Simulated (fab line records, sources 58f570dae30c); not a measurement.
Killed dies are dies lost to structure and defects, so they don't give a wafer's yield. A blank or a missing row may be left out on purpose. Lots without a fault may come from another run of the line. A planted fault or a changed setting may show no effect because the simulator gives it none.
A struck lot beside a sound one | flow berkeley_cmos170 | 16 steps out of a route of 331
Sound: wafers L462.1, L462.3, L462.6. Struck: wafers L479.2, L479.4, L479.6. The cause comes at the end.
At each step with rows: each side's tool, then ch and its chambers, then its first start. Under that, the readings that differ: sound wafers | struck wafers | difference of the means | sigmas: that difference in standard deviations of wafers without a fault.
alike: readings whose means differ by less than 2 such deviations, and words and numbers that are the same on both sides. not compared: withheld readings, readings that some wafer has no value for, bounds like >300 that may hide the same value, and numbers for which the record gives no deviation and whose values overlap.
The two part at a step that has a row with sigmas, a row that says differs or no value, or rows on one side only. Numbers that don't overlap but have no deviation are shown without sigmas and don't part them. A reading that every wafer of one side lacks parts them only if that side has two wafers or more.

first, 1 step without rows for these wafers: UCB170_PFIELD_IMPLANT_07.
UCB170_PFIELD_STRIP_08: strips in O2.
  sound on plasma_asher-03 ch 0,1, day 6 04:16; struck on plasma_asher-01 ch 0,1, day 10 15:25
  alike: drypump_motor_current_A, o2_flow_sccm, oes_product_au, strip_time_to_endpoint_s
  not compared: rf_hours_counter_h
UCB170_PFIELD_TW_MEAS_09:
  sound on film_metro-02, day 6 04:22; struck on film_metro-04, day 10 15:31
  alike: PFIELD_TW
then, 2 steps without rows for these wafers: UCB170_FIELD_CLEAN_00 (cleans in dHF, time 7.5 s); UCB170_FIELD_OXIDATION_01 (target thk 558.3 nm, ox time 7200 s).
UCB170_FIELD_THK_MEAS_02:
  sound on film_metro-03, day 6 11:42; struck on film_metro-01, day 10 23:07
  alike: FIELD_OXIDE_THK
then, 4 steps without rows for these wafers: UCB170_FIELD_ANNEAL_03 (time 1200 s); UCB170_FIELD_WET_ETCH_04 (etches SiO2 in dHF, time 60 s); UCB170_FIELD_WET_ETCH_05 (etches Si3N4 in H3PO4, time 12600 s); UCB170_FIELD_WET_ETCH_06 (etches SiO2 in BOE, time 22 s).
UCB170_FIELD_THK_MEAS_90:
  sound on film_metro-01, day 6 20:16; struck on film_metro-03, day 11 08:01
  alike: FIELD_OXIDE_LEFT_1_THK
then, 1 step without rows for these wafers: UCB170_SACOX_CLEAN_00 (cleans in dHF, time 7.5 s).
UCB170_SACOX_OXIDATION_01: target thk 14.4 nm, ox time 2400 s.
  sound on furnace-01 ch 0, day 7 00:58; struck on furnace-02 ch 0, day 11 13:25
UCB170_SACOX_THK_MEAS_02:
  sound on film_metro-02, day 7 02:38; struck on film_metro-03, day 11 15:25
  reading              | sound             | struck            | difference | sigmas
  SACOX_OXIDE_THK (nm) | 14.22 14.44 14.05 | 23.42 23.29 22.93 | +8.98      | +37
then, 1 step without rows for these wafers: UCB170_SCREENOX_WET_ETCH_00 (etches SiO2 in dHF, time 200 s).
-- the record jumps here: 4 days lie between the struck wafers' starts before and after (it left off in module SCREENOX and takes up again in module M3, whose first step shown is number 331 of the route) --
UCB170_M3_PROBE_99:
  the record has rows for the struck wafers here (prober-02, day 15 09:56) and none for the sound ones

WHERE THEY PART
First at UCB170_SACOX_THK_MEAS_02; last, within this record, at UCB170_M3_PROBE_99.

WHY: what the simulator had put in
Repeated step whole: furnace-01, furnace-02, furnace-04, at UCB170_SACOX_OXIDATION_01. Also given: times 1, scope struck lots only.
